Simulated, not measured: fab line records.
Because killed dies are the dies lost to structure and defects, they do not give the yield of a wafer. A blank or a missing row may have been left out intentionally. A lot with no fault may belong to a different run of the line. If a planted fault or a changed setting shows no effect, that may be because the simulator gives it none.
Which tool was responsible? | flow rit_cmos | 13 lots with 39 wafers sampled at 5 steps, on a route of 202 steps

## WHAT EACH GAUGE READ, for each wafer
RIT_GATE_CD_MEAS_16: target cd 150 nm.
lot  | measured    | on        | cd_nm (nm)
L604 | day 2 22:12 | cd_sem-02 | 149.8 144.7 147.5
L605 | day 2 23:19 | cd_sem-02 | 148.8 151.7 151.9
L606 | day 3 09:44 | cd_sem-01 | 152.2 152.2 149.3
L609 | day 3 21:08 | cd_sem-01 | 149.4 149.8 149.4
L610 | day 4 02:01 | cd_sem-02 | 147.2 148.8 145.6
L613 | day 4 18:49 | cd_sem-01 | 145.9 146.5 147.2
L616 | day 5 10:05 | cd_sem-02 | 145.1 146.5 144.4
L617 | day 5 13:24 | cd_sem-01 | 151.2 152.3 151.7
L618 | day 5 21:27 | cd_sem-01 | 152.5 148.8 150.2
L622 | day 6 11:26 | cd_sem-01 | 150.3 153.0 152.7
L623 | day 6 18:34 | cd_sem-01 | 145.9 148.6 146.8
L625 | day 6 23:58 | cd_sem-02 | 149.3 149.8 151.3
L626 | day 7 10:31 | cd_sem-02 | 146.3 145.7 148.4

RIT_SILICIDE_THK_MEAS_03: measures by xrf.
lot  | measured    | on            | SILICIDE_TI_THK (nm)
L604 | day 3 13:35 | film_metro-01 | 30.4 30.4 30.2
L605 | day 3 16:50 | film_metro-02 | 29.2 28.7 29.0
L606 | day 3 23:40 | film_metro-02 | 29.5 29.9 29.8
L609 | day 4 12:43 | film_metro-01 | 29.8 29.8 30.0
L610 | day 4 16:43 | film_metro-04 | 29.4 29.3 29.2
L613 | day 5 10:11 | film_metro-01 | 29.5 29.4 29.6
L616 | day 6 01:46 | film_metro-01 | 29.9 30.3 30.2
L617 | day 6 04:14 | film_metro-01 | 29.6 29.6 29.8
L618 | day 6 12:08 | film_metro-01 | 29.7 30.0 30.1
L622 | day 7 02:16 | film_metro-01 | 30.0 29.8 30.0
L623 | day 7 08:14 | film_metro-02 | 29.9 30.3 30.1
L625 | day 7 15:04 | film_metro-02 | 29.6 29.7 29.3
L626 | day 8 00:37 | film_metro-01 | 30.1 29.9 30.0

RIT_M1_RS_MEAS_01: the measuring method here is four-point-probe.
lot  | measured    | on            | M1_AL_RS (ohm/sq)
L604 | day 3 16:25 | film_metro-03 | 0.0736 0.0732 0.0740
L605 | day 3 19:45 | film_metro-04 | 0.0735 0.0732 0.0737
L606 | day 4 02:33 | film_metro-04 | 0.0737 0.0741 0.0741
L609 | day 4 15:51 | film_metro-04 | 0.0731 0.0735 0.0729
L610 | day 4 19:28 | film_metro-04 | - - - - - -
L613 | day 5 13:08 | film_metro-03 | 0.0757 0.0751 0.0745
L616 | day 6 04:40 | film_metro-04 | 0.0738 0.0728 0.0735
L617 | day 6 07:07 | film_metro-03 | 0.0733 0.0730 0.0736
L618 | day 6 15:01 | film_metro-04 | 0.0733 0.0733 0.0737
L622 | day 7 05:02 | film_metro-02 | 0.0743 0.0749 0.0744
L623 | day 7 11:01 | film_metro-02 | 0.0726 0.0726 0.0729
L625 | day 7 17:52 | film_metro-02 | 0.0739 0.0725 0.0730
L626 | day 8 03:29 | film_metro-04 | 0.0734 0.0731 0.0728

## EACH LOT AND THE TOOL THAT RAN IT (in order: tool; ch and the chambers of the sampled wafers; start)
lot  | RIT_SILICIDE_RTA_04             | RIT_M1_SPUTTER_00
L604 | rtp_anneal-01 ch 0, day 3 13:39 | pvd_sputter-03, day 3 16:03
L605 | rtp_anneal-02 ch 0, day 3 16:53 | pvd_sputter-01, day 3 19:26
L606 | rtp_anneal-02 ch 0, day 3 23:44 | pvd_sputter-03, day 4 02:16
L609 | rtp_anneal-01 ch 0, day 4 12:47 | pvd_sputter-03, day 4 15:33
L610 | rtp_anneal-02 ch 0, day 4 16:46 | pvd_sputter-01, day 4 19:10
L613 | rtp_anneal-01 ch 0, day 5 10:15 | pvd_sputter-01, day 5 12:48
L616 | rtp_anneal-02 ch 0, day 6 01:49 | pvd_sputter-01, day 6 04:22
L617 | rtp_anneal-01 ch 0, day 6 04:17 | pvd_sputter-03, day 6 06:48
L618 | rtp_anneal-01 ch 0, day 6 12:11 | pvd_sputter-03, day 6 14:43
L622 | rtp_anneal-01 ch 0, day 7 02:20 | pvd_sputter-01, day 7 04:43
L623 | rtp_anneal-02 ch 0, day 7 08:18 | pvd_sputter-03, day 7 10:43
L625 | rtp_anneal-02 ch 0, day 7 15:08 | pvd_sputter-03, day 7 17:35
L626 | rtp_anneal-01 ch 0, day 8 00:40 | pvd_sputter-01, day 8 03:12
- RIT_SILICIDE_RTA_04: time 10 s, ramp up 5 s, ramp down 5 s.
- RIT_M1_SPUTTER_00: material Al, target thk 400 nm, time 500 s.

## WHAT THE TOOLS THEMSELVES READ (means of the sampled wafers that have a number; where no wafer has one, the mark that the record gives instead)
RIT_SILICIDE_RTA_04.
lot  | tool          | wafer_temp_C_max
L604 | rtp_anneal-01 | 652.6
L605 | rtp_anneal-02 | 654.0
L606 | rtp_anneal-02 | 654.6
L609 | rtp_anneal-01 | 651.9
L610 | rtp_anneal-02 | 653.8
L613 | rtp_anneal-01 | 652.0
L616 | rtp_anneal-02 | 655.1
L617 | rtp_anneal-01 | 651.9
L618 | rtp_anneal-01 | 652.1
L622 | rtp_anneal-01 | 651.9
L623 | rtp_anneal-02 | 654.4
L625 | rtp_anneal-02 | 654.2
L626 | rtp_anneal-01 | 651.4

RIT_M1_SPUTTER_00.
lot  | tool           | cathode_dc_power_W (W) | chamber_pressure_pa (Pa) | throttle_valve_pct (%)
L604 | pvd_sputter-03 | 2000.2                 | 0.3993                   | 31.0
L605 | pvd_sputter-01 | 1999.9                 | 0.4010                   | 29.8
L606 | pvd_sputter-03 | 2000.1                 | 0.4004                   | 30.0
L609 | pvd_sputter-03 | 1999.9                 | 0.3997                   | 28.9
L610 | pvd_sputter-01 | -                      | -                        | -
L613 | pvd_sputter-01 | 2000.3                 | 0.4004                   | 30.4
L616 | pvd_sputter-01 | 1999.8                 | 0.4000                   | 29.9
L617 | pvd_sputter-03 | 1999.9                 | 0.3995                   | 31.3
L618 | pvd_sputter-03 | 1999.7                 | 0.3992                   | 30.1
L622 | pvd_sputter-01 | 2000.0                 | 0.4004                   | 30.2
L623 | pvd_sputter-03 | 1999.8                 | 0.4004                   | 30.1
L625 | pvd_sputter-03 | 2000.0                 | 0.4004                   | 30.4
L626 | pvd_sputter-01 | 1999.9                 | 0.4000                   | 29.9

## THE ANSWER, worked out from the rows above alone
Rule: what is usual is taken from the lots themselves. Put in order of their means at a reading, lots are off if they are a third of the lots or fewer, leave a main group of 4 or more, and stand apart from it by a gap of 3 or more times the standard deviation of the main group's means; of several such gaps the widest counts. Not used: any main group whose means are identical at the precision the tables above print for the reading. A lot without any number at a reading at which 4 lots or more have one is off too. Any other lot the step has rows for is counted as sound. Order of review: gauges by route order, followed by the tools' own readings, for which a lot's mean as printed above is used. The first step at which some lot is off is used, and at that step the reading that is off furthest; a lot without a number counts as furthest.
Off: L610, seen at RIT_M1_RS_MEAS_01 (M1_AL_RS). Without a number there: L610. For the main group the mean is 0.0736 ohm/sq and the standard deviation 0.00064.
A tool fits if, at a process step before that reading, it ran every lot that is off, and no sound lot after the first of them. Not tried: the gauges at RIT_M1_RS_MEAS_01; whatever is off there is also off at RIT_M1_SPUTTER_00, on other tools, and gauge error can't account for it. Of those tried, none fits.

## WHAT THE SIMULATOR PUT IN
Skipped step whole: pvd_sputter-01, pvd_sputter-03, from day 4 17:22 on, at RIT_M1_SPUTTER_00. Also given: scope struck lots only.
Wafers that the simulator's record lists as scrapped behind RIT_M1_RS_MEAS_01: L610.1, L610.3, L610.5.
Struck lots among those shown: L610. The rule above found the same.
